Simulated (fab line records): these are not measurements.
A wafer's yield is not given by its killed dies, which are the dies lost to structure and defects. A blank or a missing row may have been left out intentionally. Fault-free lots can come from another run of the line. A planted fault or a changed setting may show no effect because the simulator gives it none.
fab line records	flow rit_cmos
[record] lots = 6	wafers = 18	last_day = 7
route steps=202 shown GATE@78 FOX2@80
lots untouched by any fault: they come from a run of this same line in which no faults occurred
start_h: hours from the record's opening day to when the first of the lot's shown wafers began	wait_h: how many hours have passed since the lot's step before this one	" the same as in the row above	L1.1+2: a single row standing in for several wafers	- no value present, or no start provided	* or withheld: withheld	< > ~ a bound
route shown NAME@n: NAME is a module with steps in the file, n the number in the route of the first one	usual: mean and standard deviation over wafers with no fault	same: alike in all rows	chamber/n: place in a boat	sites: readings site by site	_std_site: how widely they spread, as a standard deviation	_edge_site: mean of outer sites minus mean of inner sites	radius_mm: for every site, how far away it sits from the centre of the wafer	mask NAME#n: copy n	behind: the most recent tool/chamber to have shaped the wafer	hold: reason for holding the lot/hours on hold/outcome of the hold	device: names the non-switching transistor (n, p or np)	end of line: the same wafers' tests at the end of the route	a step given without rows: its recipe and nothing more	killed: count of dies lost to structure and defects at first sort (not the wafer's yield)	map: shows each die of a wafer: x if killed, . if not, _ if none is there
set.NAME: the setting that was run; set.NAME@STEP: the one run at that earlier step	model.NAME: the simulator's own value behind a step, which no gauge read
lots seen at some steps along the route; tables by step, rows by wafer
[[steps]]
[step RIT_GATE_CLEAN_03]
[recipe] chemistry = SC2	mix = 3:3:50	time_s = 600	temp_c = 75	dry = n2_spin
[step RIT_GATE_CLEAN_04]
[recipe] chemistry = dHF	dilution = 50:1	time_s = 60	dry = n2_spin
[step RIT_FOX2_THK_MEAS_91]
[recipe] reads = SiO2_of_FOX2_OXIDATION_00
[usual] FIELD_OXIDE_LEFT_2_THK = 253/6.2
lot.wafer	tool	chamber	start_h	wait_h	FIELD_OXIDE_LEFT_2_THK[nm]
L109.1	film_metro-01	-	32.46	0.0	242
L109.2	"	-	"	"	243
L109.6	"	-	"	"	245
L113.1	film_metro-03	-	53.29	0.0	249
L113.3	"	-	"	"	250
L113.4	"	-	"	"	248
L123.1	film_metro-01	-	104.52	0.0	254
L123.2	"	-	"	"	254
L123.3	"	-	"	"	259
L124.2	film_metro-03	-	107.70	0.0	257
L124.3	"	-	"	"	257
L124.5	"	-	"	"	257
L125.2	film_metro-03	-	113.67	0.0	261
L125.5	"	-	"	"	264
L125.6	"	-	"	"	264
L132.1	film_metro-01	-	147.94	0.0	244
L132.2	"	-	"	"	247
L132.3	"	-	"	"	241
[step RIT_GATE_OXIDATION_05]
[recipe] temp_c = 900	ambient = O2	target_thk_a = 30	ox_time_s = 270
[step RIT_GATE_ANNEAL_06]
[recipe] temp_c = 900	time_s = 600	ambient = N2O
[step RIT_GATE_THK_MEAS_07]
[recipe] reads = SiO2_of_GATE_OXIDATION_05
[usual] GATE_OXIDE_THK = 3.02/0.058
lot.wafer	tool	chamber	start_h	wait_h	GATE_OXIDE_THK[nm]
L109.1	film_metro-02	-	33.85	0.0	3.08
L109.2	"	-	"	"	2.99
L109.6	"	-	"	"	3.03
L113.1	film_metro-01	-	54.73	0.0	3.11
L113.3	"	-	"	"	3.14
L113.4	"	-	"	"	3.09
L123.1	film_metro-03	-	105.90	0.0	2.99
L123.2	"	-	"	"	3.08
L123.3	"	-	"	"	3.08
L124.2	film_metro-02	-	109.89	0.0	3.07
L124.3	"	-	"	"	3.01
L124.5	"	-	"	"	3.05
L125.2	film_metro-03	-	115.05	0.0	3.05
L125.5	"	-	"	"	2.98
L125.6	"	-	"	"	3.02
L132.1	film_metro-03	-	149.59	0.0	3.01
L132.2	"	-	"	"	3.02
L132.3	"	-	"	"	3.02
[step RIT_GATE_CVD_08]
[recipe] material = poly-Si	target_thk_nm = 250	temp_c = 610	precursor = SiH4	time_s = 2220	pressure_mtorr = 300	sih4_flow_sccm = 100
[step RIT_GATE_THK_MEAS_09]
[recipe] reads = poly-Si_of_GATE_CVD_08
[usual] GATE_POLY_THK = 249.8/1.9
lot.wafer	tool	chamber	start_h	wait_h	GATE_POLY_THK[nm]
L109.1	film_metro-03	-	35.52	0.0	248.3
L109.2	"	-	"	"	248.8
L109.6	"	-	"	"	246.7
L113.1	film_metro-03	-	56.41	0.0	250.7
L113.3	"	-	"	"	249.6
L113.4	"	-	"	"	250.8
L123.1	film_metro-01	-	107.58	0.0	249.2
L123.2	"	-	"	"	248.3
L123.3	"	-	"	"	249.1
L124.2	film_metro-02	-	111.56	0.0	253.1
L124.3	"	-	"	"	251.9
L124.5	"	-	"	"	253.3
L125.2	film_metro-03	-	116.73	0.0	252.1
L125.5	"	-	"	"	251.4
L125.6	"	-	"	"	251.6
L132.1	film_metro-01	-	151.27	0.0	250.6
L132.2	"	-	"	"	254.0
L132.3	"	-	"	"	248.9
[step RIT_GATE_HMDS_10]
[recipe] prime_time_s = 60	prime_temp_c = 140
[step RIT_GATE_COAT_11]
[recipe] resist = NOVOLAK	spin_rpm = 4250	resist_thk_nm = 850
[step RIT_GATE_SOFTBAKE_12]
[recipe] resist = NOVOLAK	temp_c = 90	time_s = 60
[step RIT_GATE_EXPOSE_13]
[recipe] mask_id = M6	na = 0.6	source_shape = conventional	sigma_outer = 0.6	target_cd_nm = 150	dose_mj = 380
[step RIT_GATE_PEB_14]
[recipe] resist = NOVOLAK	temp_c = withheld	time_s = withheld
[usual] chill_plate_temp_C = *	exhaust_pa = 44.8/0.92
lot.wafer	tool	chamber	start_h	wait_h	chill_plate_temp_C	exhaust_pa
L109.1	litho_track-04	0	36.15	0.1	*	46.5
L109.2	"	0	"	"	*	45.9
L109.6	"	0	"	"	*	46.6
L113.1	litho_track-01	0	57.16	0.1	*	43.4
L113.3	"	0	"	"	*	45.7
L113.4	"	0	"	"	*	45.8
L123.1	litho_track-04	-	108.33	0.1	-	-
L123.2	"	-	"	"	-	-
L123.3	"	-	"	"	-	-
L124.2	litho_track-01	-	112.33	0.1	-	-
L124.3	"	-	"	"	-	-
L124.5	"	-	"	"	-	-
L125.2	litho_track-01	0	117.50	0.1	*	43.1
L125.5	"	0	"	"	*	43.0
L125.6	"	0	"	"	*	44.4
L132.1	litho_track-04	0	151.90	0.1	*	43.6
L132.2	"	0	"	"	*	44.0
L132.3	"	0	"	"	*	43.7
[step RIT_GATE_DEVELOP_15]
[recipe] resist = NOVOLAK	develop_time_s = 50	dev_temp_c = 23
[[key]]
[first_sign] step = RIT_GATE_PEB_14	reading = tool_record	direction = missing
effect none on later readings
met_at RIT_GATE_PEB_14
struck_wafers L123.1,L123.2,L123.3,L124.2,L124.3,L124.5
sort_left_out L123.1,L123.2,L123.3,L124.2,L124.3,L124.5
tester_left_out L123,L124
onset_between 57.16 108.33
[fault] kind = skipped_step_whole	tool = litho_track-01,litho_track-04	chamber = -	onset_h = 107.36	steps = RIT_GATE_PEB_14	scope = struck_lots_only
// tester_left_out: of these lots the tester's yield and bins aren't shown, on N5 and GAA mostly nor the transistor test; their killed dies are dies lost to structure and defects alone, not to doping, threshold or leakage, so they don't give the yield
// sort_left_out: the simulated sort isn't trusted on such a fault, so these wafers' sort isn't shown, and their yield isn't known
